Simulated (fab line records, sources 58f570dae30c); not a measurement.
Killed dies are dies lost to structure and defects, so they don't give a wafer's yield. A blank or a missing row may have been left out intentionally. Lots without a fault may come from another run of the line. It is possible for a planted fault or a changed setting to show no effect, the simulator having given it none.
Struck lot and sound lot, side by side    flow berkeley_cmos170    16 steps out of a route of 331
Sound: these wafers, L750.1, L750.2, L750.4. Struck: wafers L755.1, L755.4 (left out: L755.5, a lot-mate that was not struck); the cause follows at the end.
Each step with rows lists, per side, the tool, then ch with its chambers, then its first start. Under that, the readings that differ: sound wafers    struck wafers    difference of the means    sigmas: that difference in standard deviations of wafers without a fault.
alike: readings with means less than 2 such deviations apart, plus words and numbers identical on both sides. not compared: withheld readings, readings lacking a value on some wafer, bounds such as >300 that could conceal the same value, and numbers that have no deviation in the record and whose values overlap.
The two part at a step that has a row with sigmas, a row that says differs or no value, or rows on one side only. Numbers that have no deviation but don't overlap get no sigmas and don't part them. Lack of a reading on every wafer of one side parts them only where that side has two or more wafers.

first, 1 step without rows for these wafers: UCB170_M2_SOFTBAKE_06 (time 60 s).
UCB170_M2_STRIP_07: strips in O2.
  sound on plasma_asher-01 ch 0,1, day 10 03:20; struck on plasma_asher-03 ch 0,1, day 11 14:38
  alike: drypump_motor_current_A, oes_product_au, strip_time_to_endpoint_s
  not compared: rf_hours_counter_h
then, 7 steps without rows for these wafers: UCB170_M2_STRIP_08 (strips KrF in DMSO, time 600 s); UCB170_M2_COAT_09; UCB170_M2_COAT_10 (resist thk 900 nm); UCB170_M2_SOFTBAKE_11 (time 60 s); UCB170_M2_EXPOSE_12 (exposes mask METAL2, target cd 700 nm); UCB170_M2_PEB_13; UCB170_M2_DEVELOP_14 (develop time 45 s).
UCB170_M2_CD_MEAS_15: target cd 700 nm.
  sound on cd_sem-02, day 10 04:38; struck on cd_sem-02, day 11 15:57
  alike: cd_nm
UCB170_M2_OVL_MEAS_16:
  sound on overlay-02, day 10 04:46; struck on overlay-01, day 11 16:04
  alike: M2_OVL
UCB170_M2_ETCH_17: etches BARC in N2/H2.
  sound on rie_diel-02 ch 0,1,3, day 10 04:47; struck on rie_diel-04 ch 0,2, day 11 16:06
  alike: drypump_motor_current_A, oes_product_au, throttle_valve_pct
UCB170_M2_METAL_ETCH_18: etches Al in Cl2/BCl3, stops on SiO2, target depth 1170 nm, time 195 s.
  sound on rie_metal-02 ch 0, day 10 04:50; struck on rie_metal-02 ch 0, day 11 16:09
reading                              sound            struck           difference  sigmas
over_etch_frac                       0.3 0.3 0.3      0.20507 0.20507  -0.09493    
model.KrF_of_M2_COAT_10.thk_nm (nm)  225 220.3 214.3  267.6 271.7      +49.8       
  alike: drypump_motor_current_A, oes_product_au, throttle_valve_pct
  not compared: rf_hours_counter_h
UCB170_M2_STRIP_19: strips in O2.
  sound on plasma_asher-04 ch 0,1, day 10 05:13; struck on plasma_asher-03 ch 1, day 11 16:20
reading                sound              struck       difference  sigmas
oes_product_au (a.u.)  0.565 0.549 0.541  0.593 0.600  +0.045      +4
  alike: drypump_motor_current_A
  not compared: rf_hours_counter_h
UCB170_M2_CD_MEAS_90: target cd 700 nm.
  sound on cd_sem-02, day 10 05:19; struck on cd_sem-02, day 11 16:26
  alike: cd_nm
UCB170_M3_PROBE_99:
  the record has rows for the struck wafers here (prober-01, day 11 22:35) and none for the sound ones

== WHERE THEY PART ==
Last at UCB170_M3_PROBE_99 as far as this record goes, first at UCB170_M2_STRIP_19.

WHY: what the simulator had put in
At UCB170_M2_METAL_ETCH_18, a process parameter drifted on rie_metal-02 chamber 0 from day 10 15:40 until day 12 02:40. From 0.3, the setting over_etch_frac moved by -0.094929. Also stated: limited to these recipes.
